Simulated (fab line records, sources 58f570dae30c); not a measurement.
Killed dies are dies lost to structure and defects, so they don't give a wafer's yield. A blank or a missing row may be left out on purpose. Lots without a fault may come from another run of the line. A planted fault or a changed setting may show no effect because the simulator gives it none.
A struck lot beside a sound one | flow berkeley_cmos170 | 16 steps out of a route of 331
Sound: wafers L266.2, L266.4, L266.6. Struck: wafer L268.4. (L268.1, L268.3 of the same lot were not struck and are left out.) The cause comes at the end.
At each step with rows: each side's tool, then ch and its chambers, then its first start. Under that, the readings that differ: sound wafers | struck wafers | difference of the means | sigmas: that difference in standard deviations of wafers without a fault.
alike: readings whose means differ by less than 2 such deviations, and words and numbers that are the same on both sides. not compared: withheld readings, readings that some wafer has no value for, bounds like >300 that may hide the same value, and numbers for which the record gives no deviation and whose values overlap.
The two part at a step that has a row with sigmas, a row that says differs or no value, or rows on one side only. Numbers that don't overlap but have no deviation are shown without sigmas and don't part them. A reading that every wafer of one side lacks parts them only if that side has two wafers or more.

first, 1 step without rows for these wafers: UCB170_PWELL_OXIDATION_02 (target thk 26.4 nm, ox time 1260 s).
UCB170_PWELL_THK_MEAS_03:
  sound on film_metro-04, day 3 07:28; struck on film_metro-04, day 3 17:00
  reading              | sound          | struck | difference | sigmas
  PWELL_OXIDE_THK (nm) | 25.7 26.0 25.9 | 26.9   | +1.0       | +2
then, 2 steps without rows for these wafers: UCB170_PWELL_ANNEAL_04 (time 900 s); UCB170_PWELL_CVD_05 (deposits Si3N4 from SiH2Cl2/NH3, target thk 220 nm, time 3300 s).
UCB170_PWELL_THK_MEAS_06:
  sound on film_metro-01, day 3 13:49; struck on film_metro-04, day 3 22:06
  alike: PWELL_NITRIDE_THK
then, 6 steps without rows for these wafers: UCB170_PWELL_HMDS_07 (prime time 60 s); UCB170_PWELL_COAT_08 (resist thk 900 nm); UCB170_PWELL_SOFTBAKE_09 (time 60 s); UCB170_PWELL_EXPOSE_10 (exposes mask PWELL, target cd 3000 nm); UCB170_PWELL_PEB_11; UCB170_PWELL_DEVELOP_12 (develop time 45 s).
UCB170_PWELL_OVL_MEAS_13:
  sound on overlay-01, day 3 14:58; struck on overlay-02, day 4 00:20
  alike: PWELL_OVL
UCB170_PWELL_ETCH_14: etches Si3N4 in CH3F/Ar/O2, stops on SiO2, target depth 242 nm, time 151 s.
  sound on rie_diel-02 ch 1,2,3, day 3 15:00; struck on rie_diel-02 ch 3, day 4 00:23
  reading                                      | sound             | struck | difference | sigmas
  oes_product_au (a.u.)                        | 0.973 0.959 0.971 | 0.752  | -0.216     | -14
  rf_fwd_power_W (W)                           | 446.7 449.1 446.4 | 450.4  | +3.0       | +2
  model.etch.depth_nm (nm)                     | 224.7 224 224.3   | 139.5  | -84.8      |
  model.KrF_of_PWELL_COAT_08.thk_nm (nm)       | 725.1 717.8 726.9 | 790    | +67        |
  model.SiO2_of_PWELL_OXIDATION_02.thk_nm (nm) | 22.1 21.62 22.28  | 24.77  | +2.77      |
  alike: drypump_motor_current_A, throttle_valve_pct
  not compared: rf_hours_counter_h
then, 1 step without rows for these wafers: UCB170_PWELL_IMPLANT_15.
UCB170_PWELL_STRIP_16: strips in O2.
  sound on plasma_asher-02 ch 0,1, day 3 15:15; struck on plasma_asher-03 ch 1, day 4 00:38
  reading                      | sound             | struck | difference | sigmas
  strip_time_to_endpoint_s (s) | 18.09 17.92 18.14 | 19.64  | +1.59      | +18
  alike: drypump_motor_current_A, oes_product_au
  not compared: rf_hours_counter_h
UCB170_PWELL_TW_MEAS_17:
  sound on film_metro-04, day 3 15:22; struck on film_metro-02, day 4 00:44
  alike: PWELL_TW

WHERE THEY PART
First at UCB170_PWELL_THK_MEAS_03; last, within this record, at UCB170_PWELL_STRIP_16. Later steps at which nothing parts them and some readings are alike: UCB170_PWELL_TW_MEAS_17.

WHY: what the simulator had put in
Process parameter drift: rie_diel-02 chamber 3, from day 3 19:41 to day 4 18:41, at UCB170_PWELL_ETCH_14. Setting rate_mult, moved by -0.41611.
